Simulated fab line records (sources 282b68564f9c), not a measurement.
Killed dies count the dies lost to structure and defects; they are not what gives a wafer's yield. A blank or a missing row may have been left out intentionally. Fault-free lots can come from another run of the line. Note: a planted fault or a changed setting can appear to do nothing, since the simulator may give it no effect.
fab line records	flow rit_cmos
record lots=6	wafers=18	last_day=7
route steps=202 shown ACTIVE@1
lots that met no fault: taken from a fault-free run of the same line
start_h: start of the lot's first displayed wafer, in hours after the record's first day	wait_h: hours since the lot's step before	" identical to the entry in the row above	L1.1+2: one row covering several wafers at once	- no value, or no start given	* or withheld: withheld	< > ~ a bound
route shown NAME@n: a module of which the file shows steps, and the number in the route of the first	usual: average and standard deviation across the fault-free wafers	same: alike in all rows	chamber/n: place in a boat	sites: the reading at each site	_std_site: the standard deviation of these	_edge_site: outer sites' mean less inner sites'	radius_mm: for every site, how far away it sits from the centre of the wafer	mask NAME#n: copy n	behind: the most recent tool/chamber to have shaped the wafer	hold: why the lot went on hold/how many hours it stayed there/how the hold came to an end	device: the transistor (n, p or np) that didn't switch	end of line: the same wafers' tests at the end of the route	for a step that has no rows: nothing shown but its recipe	killed: count of dies lost to structure and defects at first sort (not the wafer's yield)	map: a wafer's dies, marking killed ones x, the rest . and places with no die _
set.NAME: the setting the step ran with; set.NAME@STEP: the setting that earlier step ran with	model.NAME: the simulator's own value behind a step, which no gauge read
lots at some steps of the route; a table a step, a row a wafer
services: a tool's chamber out of use, with start hour (start_h, from the record's first day; less than 0 if before it), hours out, and reason
## steps
# step RIT_ACTIVE_BOW_MEAS_00
# recipe mode=bow
# usual INCOMING_BOW=0/6.4
lot.wafer	tool	chamber	start_h	wait_h	INCOMING_BOW[um]
L755.1	film_metro-01	-	40.00	-	1
L755.4	"	-	"	"	8
L755.6	"	-	"	"	-1
L756.1	film_metro-03	-	45.00	-	-10
L756.3	"	-	"	"	-6
L756.4	"	-	"	"	7
L759.1	film_metro-03	-	60.00	-	7
L759.5	"	-	"	"	-1
L759.6	"	-	"	"	0
L766.3	film_metro-01	-	95.04	-	8
L766.4	"	-	"	"	1
L766.5	"	-	"	"	4
L771.1	film_metro-03	-	120.00	-	-2
L771.3	"	-	"	"	0
L771.6	"	-	"	"	-13
L772.2	film_metro-03	-	125.02	-	3
L772.3	"	-	"	"	1
L772.5	"	-	"	"	11
# step RIT_ACTIVE_OXIDATION_01
# recipe temp_c=1000	ambient=O2	target_thk_a=468	ox_time_s=3360
# step RIT_ACTIVE_THK_MEAS_02
# recipe reads=SiO2_of_ACTIVE_OXIDATION_01
# usual ACTIVE_OXIDE_THK=46.8/0.71
lot.wafer	tool	chamber	start_h	wait_h	ACTIVE_OXIDE_THK[nm]
L755.1	film_metro-01	-	43.36	0.0	45.7
L755.4	"	-	"	"	45.9
L755.6	"	-	"	"	46.3
L756.1	film_metro-03	-	49.41	0.0	46.4
L756.3	"	-	"	"	46.1
L756.4	"	-	"	"	46.9
L759.1	film_metro-03	-	64.05	0.0	47.4
L759.5	"	-	"	"	47.0
L759.6	"	-	"	"	46.8
L766.3	film_metro-01	-	97.07	0.0	46.8
L766.4	"	-	"	"	46.7
L766.5	"	-	"	"	45.9
L771.1	film_metro-03	-	122.39	0.0	45.8
L771.3	"	-	"	"	47.0
L771.6	"	-	"	"	46.9
L772.2	film_metro-03	-	127.51	0.0	46.7
L772.3	"	-	"	"	47.3
L772.5	"	-	"	"	47.7
# step RIT_ACTIVE_CVD_03
# recipe material=Si3N4	target_thk_nm=150	temp_c=810	precursor=SiH2Cl2/NH3	time_s=1500	pressure_mtorr=300	sih2cl2_flow_sccm=60	nh3_flow_sccm=150
# step RIT_ACTIVE_THK_MEAS_04
# recipe reads=Si3N4_of_ACTIVE_CVD_03
# usual ACTIVE_NITRIDE_THK=149.8/1.2
lot.wafer	tool	chamber	start_h	wait_h	ACTIVE_NITRIDE_THK[nm]
L755.1	film_metro-02	-	44.84	0.0	150.0
L755.4	"	-	"	"	149.6
L755.6	"	-	"	"	149.0
L756.1	film_metro-02	-	50.88	0.0	150.9
L756.3	"	-	"	"	151.4
L756.4	"	-	"	"	151.4
L759.1	film_metro-02	-	65.53	0.0	149.4
L759.5	"	-	"	"	149.6
L759.6	"	-	"	"	150.2
L766.3	film_metro-03	-	98.55	0.0	151.0
L766.4	"	-	"	"	151.4
L766.5	"	-	"	"	151.0
L771.1	film_metro-02	-	123.86	0.0	148.0
L771.3	"	-	"	"	147.9
L771.6	"	-	"	"	147.2
L772.2	film_metro-03	-	128.99	0.0	148.8
L772.3	"	-	"	"	149.5
L772.5	"	-	"	"	149.4
# step RIT_ACTIVE_HMDS_05
# recipe prime_time_s=60	prime_temp_c=140
# step RIT_ACTIVE_COAT_06
# recipe resist=NOVOLAK	spin_rpm=3250	resist_thk_nm=1000
# step RIT_ACTIVE_SOFTBAKE_07
# recipe resist=NOVOLAK	temp_c=90	time_s=60
# step RIT_ACTIVE_EXPOSE_08
# recipe mask_id=M1	na=0.6	source_shape=conventional	sigma_outer=0.6	target_cd_nm=1400	dose_mj=225
# usual exposure_dose_mJ_cm2=225.8/0.64	focus_offset_nm=0.0/0.49	reticle_temp_C=22.99/0.096
lot.wafer	tool	chamber	start_h	wait_h	mask	exposure_dose_mJ_cm2	focus_offset_nm	reticle_temp_C
L755.1	iline_stepper-01	-	45.47	0.2	M1#0	-	-	-
L755.4	"	-	"	"	M1#0	-	-	-
L755.6	"	-	"	"	M1#0	-	-	-
L756.1	iline_stepper-01	-	51.39	0.1	M1#0	-	-	-
L756.3	"	-	"	"	M1#0	-	-	-
L756.4	"	-	"	"	M1#0	-	-	-
L759.1	iline_stepper-01	0	66.04	0.1	M1#0	226.1	-0.4	23.07
L759.5	"	0	"	"	M1#0	226.3	1.0	22.98
L759.6	"	0	"	"	M1#0	226.2	0.6	23.06
L766.3	iline_stepper-01	0	99.12	0.2	M1#0	226.3	0.3	22.94
L766.4	"	0	"	"	M1#0	225.9	0.7	22.99
L766.5	"	0	"	"	M1#0	226.5	1.1	22.93
L771.1	iline_stepper-01	0	124.37	0.1	M1#0	226.3	0.2	22.97
L771.3	"	0	"	"	M1#0	226.2	0.4	22.89
L771.6	"	0	"	"	M1#0	226.5	0.6	22.94
L772.2	iline_stepper-01	0	129.52	0.1	M1#0	226.3	-0.5	22.91
L772.3	"	0	"	"	M1#0	226.4	-0.2	22.90
L772.5	"	0	"	"	M1#0	226.1	-1.0	23.00
# step RIT_ACTIVE_PEB_09
# recipe resist=NOVOLAK	temp_c=withheld	time_s=withheld
## services
tool	chamber	start_h	hours	kind
iline_stepper-01	-	61.48	1.7	pm
iline_stepper-01	0	71.56	-	calibration
iline_stepper-01	-	106.96	4.4	pm
## key
first_sign step=RIT_ACTIVE_EXPOSE_08	reading=tool_record	direction=missing
effect none on later readings
met_at RIT_ACTIVE_EXPOSE_08
struck_wafers L755.1,L755.4,L755.6,L756.1,L756.3,L756.4
later_rows_left_out L755.1,L755.4,L755.6,L756.1,L756.3,L756.4
sort_left_out L755.1,L755.4,L755.6,L756.1,L756.3,L756.4
tester_left_out L755,L756
fault kind=skipped_step_whole	tool=iline_stepper-01	chamber=-	onset_h=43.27	steps=RIT_ACTIVE_EXPOSE_08	scope=struck_lots_only
# tester_left_out: of these lots the tester's yield and bins aren't shown, on N5 and GAA mostly nor the transistor test; their killed dies are dies lost to structure and defects alone, not to doping, threshold or leakage, so they don't give the yield
# sort_left_out: the simulated sort isn't trusted on such a fault, so these wafers' sort isn't shown, and their yield isn't known
# later_rows_left_out: the simulator's readings of these wafers behind a module that went badly wrong aren't trusted and aren't shown, but for the sort
